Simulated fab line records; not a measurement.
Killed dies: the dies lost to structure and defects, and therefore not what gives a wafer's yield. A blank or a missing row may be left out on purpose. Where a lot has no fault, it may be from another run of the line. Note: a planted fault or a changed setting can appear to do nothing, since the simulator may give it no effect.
A lot that was struck, set against a sound lot ; flow ritCmos ; 14 out of 202 route steps
Sound: wafers L132.3, L132.5, L132.6. Struck: wafer L135.4. (L135.2, L135.5 of the same lot were not struck and are left out.) The cause comes at the end.
For every step that has rows: the tool of each side, followed by ch and its chambers, followed by its first start. Under that, the readings that differ: sound wafers ; struck wafers ; difference of the means ; sigmas: that difference in standard deviations of wafers without a fault.
alike: readings with means less than 2 such deviations apart, plus words and numbers identical on both sides. not compared: withheld readings, readings lacking a value on some wafer, bounds such as >300 that could conceal the same value, and numbers that have no deviation in the record and whose values overlap.
Wherever a step has rows on one side only, a row that says differs or no value, or a row with sigmas, the two part there. When numbers do not overlap yet have no deviation, they are printed without sigmas and do not part them. A reading missing from all wafers of one side parts the sides only when that side holds two or more wafers.

first, 1 step without rows for these wafers: RIT_ACTIVE_OXIDATION_01 (target thk 46.8 nm, ox time 3360 s).
RIT_ACTIVE_THK_MEAS_02:
  sound: filmMetro-01 at day 1 13:08; struck: filmMetro-01 at day 2 04:30
  alike: ACTIVE_OXIDE_THK
then, 1 step without rows for these wafers: RIT_ACTIVE_CVD_03 (deposits Si3N4 from SiH2Cl2/NH3, target thk 150 nm, time 1500 s).
RIT_ACTIVE_THK_MEAS_04:
  sound: filmMetro-04 at day 1 14:37; struck: filmMetro-03 at day 2 05:59
  alike: ACTIVE_NITRIDE_THK
then, 6 steps without rows for these wafers: RIT_ACTIVE_HMDS_05 (prime time 60 s); RIT_ACTIVE_COAT_06 (resist thk 1000 nm); RIT_ACTIVE_SOFTBAKE_07 (time 60 s); RIT_ACTIVE_EXPOSE_08 (exposes mask M1, target cd 1400 nm); RIT_ACTIVE_PEB_09; RIT_ACTIVE_DEVELOP_10 (develop time 50 s).
RIT_ACTIVE_CD_MEAS_11 targets a cd of 1400 nm.
  sound: cdSem-01 at day 1 15:40; struck: cdSem-01 at day 2 07:01
  alike: cdNm
then, 1 step without rows for these wafers: RIT_ACTIVE_HARDBAKE_12 (time 60 s).
RIT_ACTIVE_ETCH_13: etches Si3N4 in SF6, stops on SiO2, time 210 s, target depth 210 nm.
  sound on rieDiel-02 ch 0,1, day 1 15:54; struck on rieDiel-02 ch 1, day 2 07:16
reading;sound;struck;difference;sigmas
oesProductAu (a.u.);0.805 0.826 0.811;0.835;+0.021;+2
model.NOVOLAK_of_ACTIVE_COAT_06.thkNm (nm);651.6 660.8 656.5;514.8;-141.5;
model.ACTIVE.featureDepthNm (nm);149.5 149.8 149.6;196.1;+46.5;
model.SiO2_of_ACTIVE_OXIDATION_01.thkNm (nm);44.42 44.7 44.06;0;-44;
  alike: drypumpMotorCurrentA, throttleValvePct
  not compared: rfHoursCounterH
RIT_ACTIVE_STRIP_14: strips in O2, time 180 s.
  sound on plasmaAsher-03 ch 0,1, day 1 16:05; struck on plasmaAsher-02 ch 1, day 2 07:25
  alike: drypumpMotorCurrentA
  not compared: rfHoursCounterH

## WHERE THEY PART
At RIT_ACTIVE_ETCH_13 and nowhere else, as far as this record goes. Later steps at which nothing parts them and some readings are alike: RIT_ACTIVE_STRIP_14.

WHY: the cause the simulator had injected
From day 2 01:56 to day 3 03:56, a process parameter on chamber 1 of rieDiel-02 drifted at RIT_ACTIVE_ETCH_13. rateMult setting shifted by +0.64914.
